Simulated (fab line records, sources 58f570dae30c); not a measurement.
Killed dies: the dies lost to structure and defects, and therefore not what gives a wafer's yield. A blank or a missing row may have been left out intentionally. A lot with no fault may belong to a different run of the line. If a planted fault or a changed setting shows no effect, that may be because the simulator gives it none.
Which tool was responsible? -- flow berkeley cmos170 -- Sampling: 13 lots, 39 wafers, 2 of 331 route steps

== WHAT THE GAUGES READ, wafer by wafer ==
UCB170_PSD_OVL_MEAS_07. Usual: PSD_OVL 0 nm, standard deviation 5.5.
lot,measured,on,PSD_OVL (nm),flag
L843,day 7 11:35,overlay-01,4 4 3,
L844,day 7 11:46,overlay-01,-7 4 -10,
L845,day 8 04:49,overlay-02,-5 5 -5,
L847,day 8 05:10,overlay-02,-1 8 8,
L848,day 8 12:24,overlay-02,4 4 -4,
L850,day 8 23:33,overlay-01,-6 -12 -11,
L852,day 9 05:52,overlay-01,-3 -5 3,
L851,day 9 06:08,overlay-01,-5 3 0,
L854,day 9 15:10,overlay-01,-1 1 6,
L853,day 9 15:19,overlay-01,5 -5 7,
L855,day 10 00:44,overlay-01,0 0 -5,
L857,day 10 15:58,overlay-02,-2 1 -1,
L866,day 12 02:11,overlay-01,4 -3 7,

UCB170_SILICIDE_RS_MEAS_02: uses a four-point probe to measure. Usual: SILICIDE_TI_RS 26.17 ohm/sq, standard deviation 0.27.
lot,measured,on,SILICIDE_TI_RS (ohm/sq),flag
L843,day 7 17:14,film metro-01,26.90 26.40 26.19,
L844,day 7 17:33,film metro-03,25.91 26.33 26.11,
L845,day 8 09:10,film metro-03,26.04 25.89 26.42,
L847,day 8 09:49,film metro-02,25.83 25.73 26.19,
L848,day 8 20:37,film metro-02,26.18 25.95 25.93,
L850,day 9 04:28,film metro-03,26.25 26.12 26.15,
L852,day 9 09:28,film metro-03,26.35 26.30 26.48,
L851,day 9 10:04,film metro-02,26.45 26.21 26.27,
L854,day 9 19:08,film metro-03,26.47 26.29 26.20,
L853,day 9 19:46,film metro-02,26.28 25.96 26.11,
L855,day 10 04:23,film metro-01,25.96 26.28 26.25,
L857,day 10 19:58,film metro-01,26.40 26.14 26.26,
L866,day 12 06:14,film metro-02,25.89 26.17 26.12,

== EACH LOT AND THE TOOL THAT RAN IT (in order: tool; ch and the chambers of the sampled wafers; start) ==
The record holds no process step before these readings.

== AS READ BY THE TOOLS THEMSELVES (means over the sampled wafers that have a number; for cases with no such wafer, the mark the record gives instead) ==
The record holds no such reading with a usual standard deviation.

== THE ANSWER, worked out from the rows above alone ==
Rule: a lot counts as off when the mean over its wafers that have a number is more than 3 standard deviations away from the usual mean. A lot without any number at a reading at which 4 lots or more have one is off too. Where the step has rows for the other lots, those lots are counted as sound. The gauges are gone through in route order, then the tools' own readings, and for those a lot's mean is taken as printed above. The first step at which some lot is off is used, and at that step the reading that is off furthest; a lot without a number counts as furthest.
None of the lots is off at any reading shown; this tells nothing.

== WHAT THE SIMULATOR HAD PUT IN ==
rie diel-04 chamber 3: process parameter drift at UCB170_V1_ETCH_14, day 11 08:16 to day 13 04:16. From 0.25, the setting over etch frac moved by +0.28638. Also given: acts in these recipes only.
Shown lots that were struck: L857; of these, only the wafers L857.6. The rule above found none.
